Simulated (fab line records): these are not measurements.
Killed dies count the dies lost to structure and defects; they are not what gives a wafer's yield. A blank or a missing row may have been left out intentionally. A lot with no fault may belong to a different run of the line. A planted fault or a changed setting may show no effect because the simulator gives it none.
Matching of chambers + flow berkeley_cmos170 + 4 sister chambers for UCB170_V1_CMP_02 on cmp-01
The step polishes SiO2. 8 wafers are shown with their chamber, then 8 later ones without.

== WAFERS, EACH WITH ITS CHAMBER ==
| wafer  | chamber | motor_current_A (A) | edge_zone_pressure_frac |
|--------|---------|---------------------|-------------------------|
| L428.1 | 2       | 14.6                | 1.002                   |
| L428.3 | 3       | 16.7                | 0.995                   |
| L430.4 | 2       | 15.0                | 1.002                   |
| L432.2 | 3       | 15.9                | 1.004                   |
| L434.4 | 0       | 15.0                | 1.012                   |
| L434.5 | 1       | 19.4                | 1.006                   |
| L434.6 | 0       | 14.3                | 1.010                   |
| L435.1 | 1       | 19.3                | 1.013                   |

== WAFERS WITHOUT THEIR CHAMBER ==
| wafer  | motor_current_A (A) | edge_zone_pressure_frac |
|--------|---------------------|-------------------------|
| L435.2 | 14.7                | 0.992                   |
| L435.6 | 14.6                | 0.995                   |
| L443.1 | 14.6                | 1.002                   |
| L443.2 | 15.8                | 1.001                   |
| L443.4 | 16.3                | 0.994                   |
| L445.1 | 14.4                | 0.993                   |
| L445.2 | 19.9                | 1.014                   |
| L445.5 | 14.1                | 0.996                   |

== WHICH CHAMBER EACH WENT THROUGH ==
| wafer  | from the rows above     | in truth                   |
|--------|-------------------------|----------------------------|
| L435.2 | can't be placed: 2 or 3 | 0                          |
| L435.6 | 2                       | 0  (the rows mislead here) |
| L443.1 | can't be placed: 2 or 0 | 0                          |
| L443.2 | can't be placed: 3 or 2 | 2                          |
| L443.4 | 3                       | 3                          |
| L445.1 | 2                       | 2                          |
| L445.2 | 1                       | 1                          |
| L445.5 | can't be placed: 2 or 0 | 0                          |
3 of 8 placed correctly. Unplaceable from these rows: 4, with the true chamber sitting among the candidates in 3. 1 placed wrongly.
How it was worked out, from the rows above alone: a wafer's distance from a chamber is the root of the sum, over the readings, of the square of ((its reading less the chamber's mean) divided by the reading's scatter). The wafer belongs to the nearest chamber; if the next one is less than 2 further off, it can't be placed. The mean given for a chamber averages the wafers shown for that chamber. The scatter is the square root of a quotient: the sum, over the shown wafers, of each reading's squared deviation from its chamber's mean, divided by wafers minus chambers.
